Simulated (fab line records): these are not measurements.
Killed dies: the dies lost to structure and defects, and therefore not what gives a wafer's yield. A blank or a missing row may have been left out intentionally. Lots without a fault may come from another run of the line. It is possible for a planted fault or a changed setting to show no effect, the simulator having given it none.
Which tool was responsible? || flow berkeley-cmos170 || 7 lots with 21 wafers sampled at 3 steps, on a route of 331 steps

## WHAT EACH GAUGE READ, for each wafer
UCB170_PLDD_TW_MEAS_11.
{"lot": "L464", "measured": "day 7 11:25", "on": "film-metro-02", "PLDD_TW": "1010 1005 1002"}
{"lot": "L466", "measured": "day 8 12:04", "on": "film-metro-02", "PLDD_TW": "997 994 994"}
{"lot": "L468", "measured": "day 8 15:07", "on": "film-metro-01", "PLDD_TW": "1009 1019 1013"}
{"lot": "L470", "measured": "day 9 01:16", "on": "film-metro-03", "PLDD_TW": "992 992 997"}
{"lot": "L480", "measured": "day 10 07:19", "on": "film-metro-02", "PLDD_TW": "947 952 951"}
{"lot": "L483", "measured": "day 11 08:05", "on": "film-metro-03", "PLDD_TW": "1002 997 1001"}
{"lot": "L485", "measured": "day 11 21:42", "on": "film-metro-02", "PLDD_TW": "1001 997 1006"}

## WHICH TOOL RAN EACH LOT (tool, then ch and the chambers of the sampled wafers, then the start)
{"lot": "L464", "UCB170_GATE_ETCH_14": "rie-diel-02 ch 0,3, day 7 08:53", "UCB170_PLDD_IMPLANT_09": "implanter-03 ch 0, day 7 11:11"}
{"lot": "L466", "UCB170_GATE_ETCH_14": "rie-diel-03 ch 0,2, day 8 10:02", "UCB170_PLDD_IMPLANT_09": "implanter-03 ch 0, day 8 11:49"}
{"lot": "L468", "UCB170_GATE_ETCH_14": "rie-diel-03 ch 2,3, day 8 10:21", "UCB170_PLDD_IMPLANT_09": "implanter-01 ch 0, day 8 14:53"}
{"lot": "L470", "UCB170_GATE_ETCH_14": "rie-diel-01 ch 1,3, day 8 22:45", "UCB170_PLDD_IMPLANT_09": "implanter-04 ch 0, day 9 01:03"}
{"lot": "L480", "UCB170_GATE_ETCH_14": "rie-diel-01 ch 0,2, day 10 04:01", "UCB170_PLDD_IMPLANT_09": "implanter-01 ch 0, day 10 07:05"}
{"lot": "L483", "UCB170_GATE_ETCH_14": "rie-diel-02 ch 0,1,2, day 11 05:40", "UCB170_PLDD_IMPLANT_09": "implanter-03 ch 0, day 11 07:52"}
{"lot": "L485", "UCB170_GATE_ETCH_14": "rie-diel-02 ch 0,2, day 11 19:39", "UCB170_PLDD_IMPLANT_09": "implanter-04 ch 0, day 11 21:29"}
- UCB170_GATE_ETCH_14: etches BARC in N2/H2.
- UCB170_PLDD_IMPLANT_09

## THE ANSWER, worked out from the rows above alone
Rule: what is usual is taken from the lots themselves. The widest of any qualifying gaps counts: lots, ordered by their means at a reading, are off when they make up no more than a third of the lots, leave a main group of 4 or more, and stand apart from it by 3 or more times the standard deviation of that group's means. A main group whose means are all the same, to the digits that the tables above print for the reading, isn't used. Also off: a lot with no number at a reading for which 4 or more lots have one. All remaining lots with rows at the step are treated as sound.
Off: L480, at UCB170_PLDD_TW_MEAS_11 (PLDD_TW). The main group: mean 1002, standard deviation 6.7.
A tool fits if, at a process step before that reading, it ran every lot that is off, and no sound lot after the first of them. The gauges at UCB170_PLDD_TW_MEAS_11 are tried like those tools. Can't be told from this: 2 tools fit, rie-diel-01 at UCB170_GATE_ETCH_14, implanter-01 at UCB170_PLDD_IMPLANT_09.

## WHAT HAD BEEN PUT IN BY THE SIMULATOR
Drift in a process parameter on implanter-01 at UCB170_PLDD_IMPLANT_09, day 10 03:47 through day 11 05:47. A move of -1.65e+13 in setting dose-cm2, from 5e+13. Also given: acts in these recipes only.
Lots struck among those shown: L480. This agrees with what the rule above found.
